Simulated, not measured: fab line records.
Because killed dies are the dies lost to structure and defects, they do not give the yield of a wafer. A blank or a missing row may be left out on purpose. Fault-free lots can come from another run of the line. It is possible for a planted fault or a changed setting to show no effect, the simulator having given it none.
A sampling plan put to the test :: flow berkeley cmos170 :: one fab line, 17 faults that these records tell of, each judged on the records of the lots that it struck; 9 more are left out, because the records don't allow judging them
What counts as the plan is the set of the line's own looks, namely the steps on the route at which a gauge or an inspection reads a wafer and does not change it. Where struck wafers have a number at a look and the file lists that look's usual mean and standard deviation on fault-free wafers, the look can be judged. Caught: 4 or more of those standard deviations (sigma) separate the usual mean from the mean of the struck wafers at a look after the fault's first step. On the tool: here the same test is run on the tool's own readings at the fault's steps. Another recipe on the struck wafers, or a record that is blank for them alone, also counts as caught.

## THE FAULTS, as the simulator had put them in
1. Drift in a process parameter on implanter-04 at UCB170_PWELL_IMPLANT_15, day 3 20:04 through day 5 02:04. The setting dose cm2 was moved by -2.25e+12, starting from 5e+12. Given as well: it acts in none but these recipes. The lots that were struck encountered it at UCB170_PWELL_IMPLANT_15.
2. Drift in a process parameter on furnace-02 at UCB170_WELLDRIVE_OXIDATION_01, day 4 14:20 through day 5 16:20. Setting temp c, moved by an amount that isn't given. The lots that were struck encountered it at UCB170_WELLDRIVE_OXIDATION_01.
3. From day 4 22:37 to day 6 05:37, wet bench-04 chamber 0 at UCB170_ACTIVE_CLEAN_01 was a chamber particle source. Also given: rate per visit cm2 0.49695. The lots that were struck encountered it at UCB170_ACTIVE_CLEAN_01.
4. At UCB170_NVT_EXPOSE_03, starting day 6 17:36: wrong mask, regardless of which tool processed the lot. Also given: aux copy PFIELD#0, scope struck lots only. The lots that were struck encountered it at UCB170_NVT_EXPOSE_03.
5. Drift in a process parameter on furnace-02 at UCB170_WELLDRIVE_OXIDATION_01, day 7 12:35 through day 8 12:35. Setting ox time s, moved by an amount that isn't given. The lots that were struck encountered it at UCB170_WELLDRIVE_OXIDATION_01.
6. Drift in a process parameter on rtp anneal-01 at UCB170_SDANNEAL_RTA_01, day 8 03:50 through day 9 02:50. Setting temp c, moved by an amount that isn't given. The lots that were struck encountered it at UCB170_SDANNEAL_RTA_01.
7. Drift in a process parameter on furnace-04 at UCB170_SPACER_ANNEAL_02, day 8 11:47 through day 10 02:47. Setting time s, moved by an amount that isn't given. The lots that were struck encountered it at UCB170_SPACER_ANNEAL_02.
8. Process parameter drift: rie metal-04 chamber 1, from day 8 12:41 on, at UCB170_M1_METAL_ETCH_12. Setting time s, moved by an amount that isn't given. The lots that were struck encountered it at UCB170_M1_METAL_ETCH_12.
9. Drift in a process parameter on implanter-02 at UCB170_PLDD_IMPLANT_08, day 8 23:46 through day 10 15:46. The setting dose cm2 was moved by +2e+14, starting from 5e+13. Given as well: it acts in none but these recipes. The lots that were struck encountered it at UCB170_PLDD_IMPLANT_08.
10. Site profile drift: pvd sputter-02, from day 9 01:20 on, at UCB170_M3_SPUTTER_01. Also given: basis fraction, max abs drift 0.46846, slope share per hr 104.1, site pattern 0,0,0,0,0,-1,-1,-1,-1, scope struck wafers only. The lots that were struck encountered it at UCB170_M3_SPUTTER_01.
11. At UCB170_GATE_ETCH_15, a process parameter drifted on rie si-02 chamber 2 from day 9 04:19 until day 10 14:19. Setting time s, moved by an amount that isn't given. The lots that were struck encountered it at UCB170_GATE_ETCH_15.
12. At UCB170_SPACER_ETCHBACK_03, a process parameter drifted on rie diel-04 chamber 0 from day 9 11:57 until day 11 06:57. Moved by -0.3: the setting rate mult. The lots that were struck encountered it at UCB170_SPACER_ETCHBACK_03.
13. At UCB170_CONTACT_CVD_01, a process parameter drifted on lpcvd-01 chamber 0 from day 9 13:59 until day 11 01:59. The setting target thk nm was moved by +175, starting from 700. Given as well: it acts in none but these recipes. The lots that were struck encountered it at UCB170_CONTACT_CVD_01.
14. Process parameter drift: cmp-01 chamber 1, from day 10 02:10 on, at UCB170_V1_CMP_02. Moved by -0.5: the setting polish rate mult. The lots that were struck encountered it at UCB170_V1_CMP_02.
15. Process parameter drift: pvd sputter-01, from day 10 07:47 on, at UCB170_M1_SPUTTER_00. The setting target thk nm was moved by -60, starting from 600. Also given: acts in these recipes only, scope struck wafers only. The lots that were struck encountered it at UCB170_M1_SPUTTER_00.
16. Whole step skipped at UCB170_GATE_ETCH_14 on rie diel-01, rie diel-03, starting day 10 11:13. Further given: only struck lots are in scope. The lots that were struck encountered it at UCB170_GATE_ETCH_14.
17. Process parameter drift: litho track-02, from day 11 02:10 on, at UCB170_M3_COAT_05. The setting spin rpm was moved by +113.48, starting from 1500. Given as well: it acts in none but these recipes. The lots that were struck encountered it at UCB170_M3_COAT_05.

## WHAT THE PLAN SAW
fault: 1
on the tool itself: dose ions cm2 -99 or beyond sigma
first look that catches it: UCB170_PWELL_TW_MEAS_17
reading, sigma: PWELL_TW -16
median hours from its first step to that look: 0.2
hours from the fault's start to the first struck lot there: 4
judged looks passed uncaught: 0

fault: 2
on the tool itself: tube center temp C +99 or beyond sigma
first look that catches it: UCB170_WELLDRIVE_THK_MEAS_02
reading, sigma: WELLDRIVE_OXIDE_THK +9.0
median hours from its first step to that look: 3.5
hours from the fault's start to the first struck lot there: 1
judged looks passed uncaught: 0

fault: 3
on the tool itself: no reading that can be judged
first look that catches it: none of the 2 looks that can be judged after it
reading, sigma: -
median hours from its first step to that look: -
hours from the fault's start to the first struck lot there: -
judged looks passed uncaught: 2

fault: 4
on the tool itself: no reading that can be judged
first look that catches it: UCB170_NVT_TW_MEAS_09
reading, sigma: NVT_TW -60
median hours from its first step to that look: 0.7
hours from the fault's start to the first struck lot there: 1
judged looks passed uncaught: 0

fault: 5
on the tool itself: under 2 sigma
first look that catches it: UCB170_WELLDRIVE_THK_MEAS_02
reading, sigma: WELLDRIVE_OXIDE_THK -22
median hours from its first step to that look: 3.5
hours from the fault's start to the first struck lot there: 13
judged looks passed uncaught: 0

fault: 6
on the tool itself: wafer_temp_C_max +34 sigma
first look that catches it: UCB170_SDANNEAL_RS_MEAS_02
reading, sigma: PSD_RS -33
median hours from its first step to that look: 0.1
hours from the fault's start to the first struck lot there: 7
judged looks passed uncaught: 0

fault: 7
on the tool itself: no reading that can be judged
first look that catches it: UCB170_SDANNEAL_RS_MEAS_04
reading, sigma: PLDD_RS -24
median hours from its first step to that look: 7.4
hours from the fault's start to the first struck lot there: 17
judged looks passed uncaught: 0

fault: 8
on the tool itself: run length s -51 sigma
first look that catches it: none of the 7 looks that can be judged after it
reading, sigma: strongest: cd nm at UCB170_M1_CD_MEAS_90, +2.2
median hours from its first step to that look: -
hours from the fault's start to the first struck lot there: -
judged looks passed uncaught: 7

fault: 9
on the tool itself: dose ions cm2 +99 or beyond sigma
first look that catches it: UCB170_PLDD_TW_MEAS_11
reading, sigma: PLDD_TW +28
median hours from its first step to that look: 0.4
hours from the fault's start to the first struck lot there: 1
judged looks passed uncaught: 0

fault: 10
on the tool itself: under 2 sigma
first look that catches it: UCB170_M3_RS_MEAS_02
reading, sigma: M3_AL_RS +33
median hours from its first step to that look: 0.1
hours from the fault's start to the first struck lot there: 7
judged looks passed uncaught: 0

fault: 11
on the tool itself: run length s -51 sigma
first look that catches it: no look after it can be judged
reading, sigma: -
median hours from its first step to that look: -
hours from the fault's start to the first struck lot there: -
judged looks passed uncaught: 0

fault: 12
on the tool itself: oes product au -8.7 sigma
first look that catches it: no look after it can be judged
reading, sigma: -
median hours from its first step to that look: -
hours from the fault's start to the first struck lot there: -
judged looks passed uncaught: 0

fault: 13
on the tool itself: under 2 sigma
first look that catches it: UCB170_CONTACT_THK_MEAS_02
reading, sigma: CONTACT_PSG_THK +23
median hours from its first step to that look: 1.8
hours from the fault's start to the first struck lot there: 10
judged looks passed uncaught: 0

fault: 14
on the tool itself: under 2 sigma
first look that catches it: UCB170_V1_THK_MEAS_04
reading, sigma: V1_POLISHED_THK +99 or beyond
median hours from its first step to that look: 1.8
hours from the fault's start to the first struck lot there: 8
judged looks passed uncaught: 1

fault: 15
on the tool itself: under 2 sigma
first look that catches it: UCB170_M1_RS_MEAS_01
reading, sigma: M1_AL_RS +8.2
median hours from its first step to that look: 0.1
hours from the fault's start to the first struck lot there: 5
judged looks passed uncaught: 0

fault: 16
on the tool itself: the tool's record is blank for the struck wafers
first look that catches it: no look after it can be judged
reading, sigma: -
median hours from its first step to that look: -
hours from the fault's start to the first struck lot there: -
judged looks passed uncaught: 0

fault: 17
on the tool itself: spin speed rpm +94 sigma
first look that catches it: no look after it can be judged
reading, sigma: -
median hours from its first step to that look: -
hours from the fault's start to the first struck lot there: -
judged looks passed uncaught: 0
A dash: the fault isn't caught, or these records don't give the number.

Caught at a look: 11 of 17. Caught on the tool: 9 of 17. By one or the other: 16 of 17.
Faults 8, 11, 12, 16, 17 were caught on the tool alone.
Caught at a look alone: faults 4, 5, 7, 10, 13, 14, 15.
Caught by neither: fault 3.

## THINNER SAMPLING
In the worst case, this is how late the first struck lot would be measured if the look that catches a fault measured only every second or every third lot, by lot number:
fault: 1
struck lots at that look, in order of time: L584, L585
every lot: 4 h
every second lot: 10 h
every third lot: may miss all 2

fault: 2
struck lots at that look, in order of time: L781, L783, L782
every lot: 1 h
every second lot: 6 h
every third lot: 6 h

fault: 4
struck lots at that look, in order of time: L261
every lot: 1 h
every second lot: may miss it
every third lot: may miss it

fault: 5
struck lots at that look, in order of time: L582, L581
every lot: 13 h
every second lot: 18 h
every third lot: may miss all 2

fault: 6
struck lots at that look, in order of time: L103, L102
every lot: 7 h
every second lot: 7 h
every third lot: may miss all 2

fault: 7
struck lots at that look, in order of time: L395, L394
every lot: 17 h
every second lot: 17 h
every third lot: may miss all 2

fault: 9
struck lots at that look, in order of time: L825, L829
every lot: 1 h
every second lot: may miss all 2
every third lot: may miss all 2

fault: 10
struck lots at that look, in order of time: L322, L325
every lot: 7 h
every second lot: 27 h
every third lot: may miss all 2

fault: 13
struck lots at that look, in order of time: L284, L286
every lot: 10 h
every second lot: may miss all 2
every third lot: may miss all 2

fault: 14
struck lots at that look, in order of time: L840
every lot: 8 h
every second lot: may miss it
every third lot: may miss it

fault: 15
struck lots at that look, in order of time: L205
every lot: 5 h
every second lot: may miss it
every third lot: may miss it
Hours are from the fault's start to the first struck lot that is measured. 4 sigma limit: tested on the pooled struck wafers, so a lone lot may be under it. Other struck lots may not be in these records.

## THE LONGEST TIMED WAY FROM STEP TO LOOK
Fault 7: median gap of 7.4 hours between UCB170_SPACER_ANNEAL_02 and UCB170_SDANNEAL_RS_MEAS_04. No look between them can be judged.
